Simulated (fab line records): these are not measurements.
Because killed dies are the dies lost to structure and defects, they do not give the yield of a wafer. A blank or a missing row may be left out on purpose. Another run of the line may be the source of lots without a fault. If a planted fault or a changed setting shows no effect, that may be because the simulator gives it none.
Which tool did it?    flow ritCmos    7 lots, 21 wafers sampled, at 2 steps of a route of 202

== WHAT THE GAUGES SHOWED, per wafer ==
RIT_M1_CD_MEAS_09 targets a cd of 2600 nm.
lot   measured     on        cdNm (nm)
L387  day 3 23:14  cdSem-02  2600.8 2598.5 2599.0
L389  day 4 10:56  cdSem-02  2601.1 2600.7 2601.6
L391  day 4 23:41  cdSem-02  2598.2 2599.8 2599.9
L393  day 5 03:16  cdSem-02  2598.6 2598.9 2598.3
L402  day 7 06:02  cdSem-02  2609.1 2608.0 2610.3 2609.1 2608.2 2610.2
L404  day 7 12:10  cdSem-01  2599.8 2601.2 2598.4
L407  day 8 00:03  cdSem-01  2595.8 2597.5 2598.4

== TOOL THAT RAN EACH LOT (tool first, then ch and the chambers of the sampled wafers, then the start) ==
lot   RIT_M1_DEVELOP_08
L387  lithoTrack-01 ch 0, day 3 23:00
L389  lithoTrack-04 ch 0, day 4 10:00
L391  lithoTrack-01 ch 0, day 4 23:00
L393  lithoTrack-04 ch 0, day 5 03:00
L402  lithoTrack-02 ch 0, day 7 05:00
L404  lithoTrack-04 ch 0, day 7 12:00
L407  lithoTrack-04 ch 0, day 7 23:00
- RIT_M1_DEVELOP_08: develop time 68 s.

== THE ANSWER, worked out from the rows above alone ==
Rule: the lots themselves supply what counts as usual. The widest of any qualifying gaps counts: lots, ordered by their means at a reading, are off when they make up no more than a third of the lots, leave a main group of 4 or more, and stand apart from it by 3 or more times the standard deviation of that group's means. A main group is skipped when, at the precision printed for the reading in the tables above, its means are all equal. Also off: a lot with no number at a reading for which 4 or more lots have one. Where the step has rows for the other lots, those lots are counted as sound.
Off: L402 (RIT_M1_CD_MEAS_09, cdNm). Mean 2599.2 nm and standard deviation 1.2 in the main group.
A tool fits if, at a process step before that reading, it ran every lot that is off, and no sound lot after the first of them. The gauges at RIT_M1_CD_MEAS_09 are tried like those tools. Can't be told from this: 2 tools fit, lithoTrack-02 at RIT_M1_DEVELOP_08, cdSem-02 at RIT_M1_CD_MEAS_09.

== WHAT WAS PUT IN BY THE SIMULATOR ==
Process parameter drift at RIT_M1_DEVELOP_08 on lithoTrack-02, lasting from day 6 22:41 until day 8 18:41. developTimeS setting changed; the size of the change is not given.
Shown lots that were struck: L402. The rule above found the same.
